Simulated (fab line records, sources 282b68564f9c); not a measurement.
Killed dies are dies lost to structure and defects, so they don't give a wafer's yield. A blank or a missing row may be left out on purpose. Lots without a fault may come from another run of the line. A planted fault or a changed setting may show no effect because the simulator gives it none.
A struck lot beside a sound one | flow rit_cmos | 14 steps out of a route of 202
Sound: wafers L554.2, L554.3, L554.6. Struck: wafers L567.1, L567.2, L567.3. The cause comes at the end.
At each step with rows: each side's tool, then ch and its chambers, then its first start. Under that, the readings that differ: sound wafers | struck wafers | difference of the means | sigmas: that difference in standard deviations of wafers without a fault.
alike: readings whose means differ by less than 2 such deviations, and words and numbers that are the same on both sides. not compared: withheld readings, readings that some wafer has no value for, bounds like >300 that may hide the same value, and numbers for which the record gives no deviation and whose values overlap.
The two part at a step that has a row with sigmas, a row that says differs or no value, or rows on one side only. Numbers that don't overlap but have no deviation are shown without sigmas and don't part them. A reading that every wafer of one side lacks parts them only if that side has two wafers or more.

first, 4 steps without rows for these wafers: RIT_NRETRO_SOFTBAKE_02 (time 60 s); RIT_NRETRO_EXPOSE_03 (exposes mask M4, target cd 43900 nm); RIT_NRETRO_PEB_04; RIT_NRETRO_DEVELOP_05 (develop time 68 s).
RIT_NRETRO_OVL_MEAS_06:
  sound on overlay-01, day 2 07:33; struck on overlay-02, day 5 09:10
  alike: NRETRO_OVL
then, 2 steps without rows for these wafers: RIT_NRETRO_HARDBAKE_07 (time 120 s); RIT_NRETRO_IMPLANT_08.
RIT_NRETRO_STRIP_09: strips in O2, time 180 s.
  sound on plasma_asher-02 ch 1, day 2 07:59; struck on plasma_asher-02 ch 0,1, day 5 09:36
  alike: drypump_motor_current_A
  not compared: rf_hours_counter_h
RIT_NRETRO_TW_MEAS_10:
  sound on film_metro-04, day 2 08:10; struck on film_metro-01, day 5 09:46
  alike: NRETRO_TW
then, 3 steps without rows for these wafers: RIT_PRETRO_HMDS_00 (prime time 60 s); RIT_PRETRO_COAT_01 (resist thk 1300 nm); RIT_PRETRO_SOFTBAKE_02 (time 60 s).
RIT_PRETRO_EXPOSE_03: exposes mask M5, target cd 43700 nm.
  sound on iline_stepper-02 ch 0, day 2 08:49; struck on iline_stepper-01, day 5 10:17
  no value came back on the struck wafers for exposure_dose_mJ_cm2, focus_offset_nm (nm); on the sound wafers exposure_dose_mJ_cm2 reads 250.39 250.04 249.98
  alike: mask
then, 1 step without rows for these wafers: RIT_PRETRO_PEB_04.

WHERE THEY PART
Only at RIT_PRETRO_EXPOSE_03, within this record.

WHY: what the simulator had put in
Skipped step whole: iline_stepper-01, from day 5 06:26 on, at RIT_PRETRO_EXPOSE_03. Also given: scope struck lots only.
